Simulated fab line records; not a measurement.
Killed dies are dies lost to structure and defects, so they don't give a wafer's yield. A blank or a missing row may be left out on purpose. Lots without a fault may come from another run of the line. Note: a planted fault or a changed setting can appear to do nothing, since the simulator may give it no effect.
A lot that was struck, set against a sound lot | flow rit-cmos | 27 steps out of a route of 202
Sound: wafers L924.2, L924.3, L924.4. Struck: wafer L928.6. The cause is given at the end.
Order at every step that has rows: each side's tool, ch and its chambers, its first start. Under that, the readings that differ: sound wafers | struck wafers | difference of the means | sigmas: that difference in standard deviations of wafers without a fault.
alike: same words and numbers on both sides, and readings whose means sit less than 2 such deviations apart. not compared: any withheld reading, any reading some wafer has no value for, any bound like >300 that may hide the same value, and any number with overlapping values for which the record gives no deviation.
Wherever a step has rows on one side only, a row that says differs or no value, or a row with sigmas, the two part there. Numbers that have no deviation but don't overlap get no sigmas and don't part them. Lack of a reading on every wafer of one side parts them only where that side has two or more wafers.

first, 4 steps without rows for these wafers: RIT_CONTACT_SOFTBAKE_04 (time 60 s); RIT_CONTACT_EXPOSE_05 (exposes mask M11, target cd 1000 nm); RIT_CONTACT_PEB_06; RIT_CONTACT_DEVELOP_07 (develop time 120 s).
RIT_CONTACT_CD_MEAS_08: the cd target is 1000 nm.
  sound on cd-sem-01, day 6 07:28; struck on cd-sem-02, day 7 04:50
  alike: cd-nm
RIT_CONTACT_OVL_MEAS_09:
  sound on overlay-01, day 6 07:35; struck on overlay-01, day 7 04:53
  alike: CONTACT_OVL
then, 1 step without rows for these wafers: RIT_CONTACT_HARDBAKE_10 (time 60 s).
RIT_CONTACT_ETCH_11: etches SiO2 in CHF3/CF4/Ar, stops on TiSi2, target depth 480 nm, time 320 s.
  sound on rie-diel-03 ch 0,2,3, day 6 07:51; struck on rie-diel-03 ch 3, day 7 05:08
  alike: drypump-motor-current-A, oes-product-au, throttle-valve-pct
  not compared: rf-hours-counter-h
RIT_CONTACT_STRIP_12: strips in O2, time 180 s.
  sound on plasma-asher-04 ch 0,1, day 6 08:02; struck on plasma-asher-01 ch 0, day 7 05:21
  reading                     | sound       | struck | difference | sigmas
  drypump-motor-current-A (A) | 5.5 5.5 5.4 | 6.2    | +0.7       | +2
  not compared: rf-hours-counter-h
RIT_CONTACT_CD_MEAS_90: the cd target is 1000 nm.
  sound on cd-sem-01, day 6 08:21; struck on cd-sem-02, day 7 05:31
  alike: cd-nm
then, 2 steps without rows for these wafers: RIT_CONTACT_CLEAN_13 (cleans in SC1, time 600 s); RIT_CONTACT_CLEAN_14 (cleans in SC2, time 600 s).
RIT_M1_SPUTTER_00: material Al, target thk 400 nm, time 500 s.
  sound on pvd-sputter-03, day 6 08:48; struck on pvd-sputter-02, day 7 06:04
  reading                               | sound             | struck | difference | sigmas
  model.Al_of_M1_SPUTTER_00.thk-nm (nm) | 397.5 399.6 397.1 | 320.9  | -77.2      |
  alike: throttle-valve-pct
RIT_M1_RS_MEAS_01: a four-point-probe measurement.
  sound on film-metro-02, day 6 09:07; struck on film-metro-01, day 7 06:18
  reading           | sound                | struck | difference | sigmas
  M1_AL_RS (ohm/sq) | 0.0738 0.0735 0.0739 | 0.0922 | +0.0185    | +17
RIT_M1_THK_MEAS_02: measures by xrf.
  sound on film-metro-02, day 6 09:14; struck on film-metro-01, day 7 06:22
  reading        | sound       | struck | difference | sigmas
  M1_AL_THK (nm) | 403 406 405 | 325    | -80        | -13
then, 6 steps without rows for these wafers: RIT_M1_HMDS_03 (prime time 60 s); RIT_M1_COAT_04 (resist thk 1300 nm); RIT_M1_SOFTBAKE_05 (time 60 s); RIT_M1_EXPOSE_06 (exposes mask M12, target cd 2600 nm); RIT_M1_PEB_07; RIT_M1_DEVELOP_08 (develop time 65.5 s).
RIT_M1_CD_MEAS_09: the cd target is 2600 nm.
  sound on cd-sem-01, day 6 10:17; struck on cd-sem-02, day 7 07:22
  alike: cd-nm
RIT_M1_OVL_MEAS_10:
  sound on overlay-01, day 6 10:23; struck on overlay-02, day 7 07:25
  alike: M1_OVL
then, 1 step without rows for these wafers: RIT_M1_HARDBAKE_11 (time 120 s).
RIT_M1_METAL_ETCH_12: etches Al in Cl2/BCl3, stops on SiO2, time 165 s, target depth 600 nm.
  sound on rie-metal-03 ch 0,1, day 6 10:40; struck on rie-metal-04 ch 1, day 7 07:47
  reading               | sound             | struck | difference | sigmas
  oes-product-au (a.u.) | 0.783 0.782 0.745 | 0.680  | -0.090     | -6
  alike: drypump-motor-current-A, throttle-valve-pct
  not compared: rf-hours-counter-h
then, 1 step without rows for these wafers: RIT_M1_STRIP_13 (strips in nmp, time 600 s).
RIT_M1_PROBE_99:
  sound on prober-01, day 6 12:59; struck on prober-01, day 7 11:01
  reading                           | sound            | struck | difference | sigmas
  killed-at-contacts                | 1 1 0            | 0      | -1         | -3
  model.etest.pplus-sal.line-ohm-um | 1.245 1.265 1.24 | 1.22   | -0.03      |
  alike: killed_at_M0_to_M3, killed-at-front-end, killed-dies, killed-open, killed-short
  not compared: model.etest.npoly-sal.rs-ohm-sq, model.etest.pplus-sal.rs-ohm-sq, model.etest.ppoly-sal.rs-ohm-sq, model.etest.nplus-sal.rs-ohm-sq, model.etest.nplus-sal.line-ohm-um, model.etest.contact-pplus.rc-ohm, model.etest.contact-npoly.rc-ohm

WHERE THEY PART
Last at RIT_M1_PROBE_99 as far as this record goes, first at RIT_CONTACT_STRIP_12.

WHY: what had been put in by the simulator
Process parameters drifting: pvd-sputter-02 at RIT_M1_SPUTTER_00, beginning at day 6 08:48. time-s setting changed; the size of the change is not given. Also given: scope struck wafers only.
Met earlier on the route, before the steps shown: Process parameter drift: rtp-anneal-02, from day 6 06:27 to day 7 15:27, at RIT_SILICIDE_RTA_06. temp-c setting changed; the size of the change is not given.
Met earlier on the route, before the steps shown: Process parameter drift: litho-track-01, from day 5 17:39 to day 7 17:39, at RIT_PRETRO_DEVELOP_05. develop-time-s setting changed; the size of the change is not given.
